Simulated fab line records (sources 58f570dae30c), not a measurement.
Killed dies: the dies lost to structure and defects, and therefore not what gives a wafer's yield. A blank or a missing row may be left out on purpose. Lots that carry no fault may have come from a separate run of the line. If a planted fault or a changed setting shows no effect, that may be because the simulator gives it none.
Comparing a struck lot with a sound one	flow berkeley cmos170	16 out of 331 route steps
Sound: these wafers, L889.1, L889.2, L889.5. Wafers struck: L901.4, L901.5, L901.6. The cause is given at the end.
At each step with rows: each side's tool, then ch and its chambers, then its first start. Under that, the readings that differ: sound wafers	struck wafers	difference of the means	sigmas: that difference in standard deviations of wafers without a fault.
alike: words and numbers the same on both sides, and readings whose means are apart by under 2 such deviations; not compared: readings that were withheld, readings missing a value for some wafer, numbers with overlapping values and no deviation given by the record, and bounds like >300 which may hide the same value.
The two part at a step that has a row with sigmas, a row that says differs or no value, or rows on one side only. Non-overlapping numbers with no deviation appear without sigmas and do not part them. Lack of a reading on every wafer of one side parts them only where that side has two or more wafers.

UCB170_M1_SPUTTER_00: material Al, target thk 600 nm, time 80 s.
  sound: pvd sputter-01 at day 7 00:17; struck: pvd sputter-01 at day 9 13:24
  alike: throttle valve pct
UCB170_M1_RS_MEAS_01: measurement is done with a four-point probe.
  sound: film metro-02 at day 7 00:20; struck: film metro-03 at day 9 13:31
  alike: M1_AL_RS
UCB170_M1_THK_MEAS_02: measures by xrf.
  sound: film metro-02 at day 7 00:28; struck: film metro-03 at day 9 13:37
  alike: M1_AL_THK
then, 6 steps without rows for these wafers: UCB170_M1_COAT_03; UCB170_M1_COAT_04 (resist thk 900 nm); UCB170_M1_SOFTBAKE_05 (time 60 s); UCB170_M1_EXPOSE_06 (exposes mask METAL1, target cd 700 nm); UCB170_M1_PEB_07; UCB170_M1_DEVELOP_08 (develop time 45 s).
UCB170_M1_CD_MEAS_09: target cd 700 nm.
  sound: cd sem-02 at day 7 02:01; struck: cd sem-02 at day 9 15:02
  alike: cd nm
UCB170_M1_OVL_MEAS_10:
  sound: overlay-01 at day 7 02:08; struck: overlay-01 at day 9 15:07
  alike: M1_OVL
UCB170_M1_ETCH_11: etches BARC in N2/H2.
  sound on rie diel-03 ch 2,3, day 7 02:10; struck on rie diel-01 ch 0,1,3, day 9 15:10
  alike: drypump motor current A, oes product au, throttle valve pct
UCB170_M1_METAL_ETCH_12: etches Al in Cl2/BCl3, stops on PSG, target depth 780 nm, time 130 s.
  sound on rie metal-04 ch 0,1, day 7 02:13; struck on rie metal-01 ch 0,1, day 9 15:14
reading	sound	struck	difference	sigmas
oes product au (a.u.)	0.842 0.847 0.841	0.744 0.765 0.756	-0.088	-7
model.KrF_of_M1_COAT_04.thk nm (nm)	470.7 421.3 418.5	619.2 619 620.9	+182.9	
model.M1.feature depth nm (nm)	624.6 642.2 629.3	464.2 468.4 464.5	-166.3	
model.etch.depth nm (nm)	589.8 602.9 589.9	464.2 468.4 464.5	-128.5	
  alike: drypump motor current A, throttle valve pct
  not compared: rf hours counter h
UCB170_M1_STRIP_13: strips in O2.
  sound on plasma asher-04 ch 0,1, day 7 02:21; struck on plasma asher-04 ch 0,1, day 9 15:21
  alike: drypump motor current A, oes product au
  not compared: rf hours counter h
UCB170_M1_CD_MEAS_90: target cd 700 nm.
  sound: cd sem-02 at day 7 02:27; struck: cd sem-01 at day 9 15:29
reading	sound	struck	difference	sigmas
cd nm (nm)	700.7 698.0 694.2	714.4 712.6 715.3	+16.5	+7
then, 1 step without rows for these wafers: UCB170_M1_ANNEAL_14 (time 1200 s).

## WHERE THEY PART
Last at UCB170_M1_CD_MEAS_90 as far as this record goes, first at UCB170_M1_METAL_ETCH_12.

WHY: what the simulator had put in
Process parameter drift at UCB170_M1_METAL_ETCH_12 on rie metal-01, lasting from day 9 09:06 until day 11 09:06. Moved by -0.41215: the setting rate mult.
